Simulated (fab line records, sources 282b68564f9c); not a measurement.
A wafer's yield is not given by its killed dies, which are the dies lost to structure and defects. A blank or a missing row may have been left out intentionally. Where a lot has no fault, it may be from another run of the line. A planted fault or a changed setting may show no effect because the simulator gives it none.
Which of the tools did it? ; flow ritCmos ; 6 lots, 18 wafers sampled, at 2 steps of a route of 202

== WHAT EACH GAUGE READ, for each wafer ==
RIT_GATE_THK_MEAS_09.
lot;measured;on;GATE_POLY_THK (nm)
L708;day 2 16:49;filmMetro-04;253.4 248.0 253.4
L711;day 3 07:10;filmMetro-02;246.0 246.1 244.3
L713;day 3 17:44;filmMetro-03;251.0 252.0 250.2
L715;day 4 02:40;filmMetro-04;248.7 248.2 246.8
L717;day 4 14:01;filmMetro-04;250.7 249.4 252.5
L720;day 5 08:50;filmMetro-02;110.8 107.9 111.2 110.9 108.0 111.1

== TOOL THAT RAN EACH LOT (tool first, then ch and the chambers of the sampled wafers, then the start) ==
lot;RIT_GATE_CVD_08
L708;lpcvd-01 ch 0, day 2 15:11
L711;lpcvd-02 ch 1, day 3 05:32
L713;lpcvd-02 ch 1, day 3 16:07
L715;lpcvd-01 ch 0, day 4 01:02
L717;lpcvd-02 ch 1, day 4 12:23
L720;lpcvd-01 ch 0, day 5 07:12
- RIT_GATE_CVD_08: deposits poly-Si from SiH4, target thk 250 nm, time 2220 s.

== THE ANSWER, worked out from the rows above alone ==
Rule: usual is defined by the lots themselves. Put in order of their means at a reading, lots are off if they are a third of the lots or fewer, leave a main group of 4 or more, and stand apart from it by a gap of 3 or more times the standard deviation of the main group's means; of several such gaps the widest counts. The tables above print the reading to a certain number of digits; a main group whose means all agree to those digits is not used. A lot without any number at a reading at which 4 lots or more have one is off too. The other lots that the step has rows for count as sound.
Off: L720, seen at RIT_GATE_THK_MEAS_09 (GATE_POLY_THK). For the main group the mean is 249.4 nm and the standard deviation 2.3.
If a tool, at a process step before that reading, ran all the lots that are off and no sound lot after the first of them, it fits. The gauges at RIT_GATE_THK_MEAS_09 are tried like those tools. Undecided on this evidence; 2 tools fit (lpcvd-01 at RIT_GATE_CVD_08, filmMetro-02 at RIT_GATE_THK_MEAS_09).

== WHAT WAS PUT IN BY THE SIMULATOR ==
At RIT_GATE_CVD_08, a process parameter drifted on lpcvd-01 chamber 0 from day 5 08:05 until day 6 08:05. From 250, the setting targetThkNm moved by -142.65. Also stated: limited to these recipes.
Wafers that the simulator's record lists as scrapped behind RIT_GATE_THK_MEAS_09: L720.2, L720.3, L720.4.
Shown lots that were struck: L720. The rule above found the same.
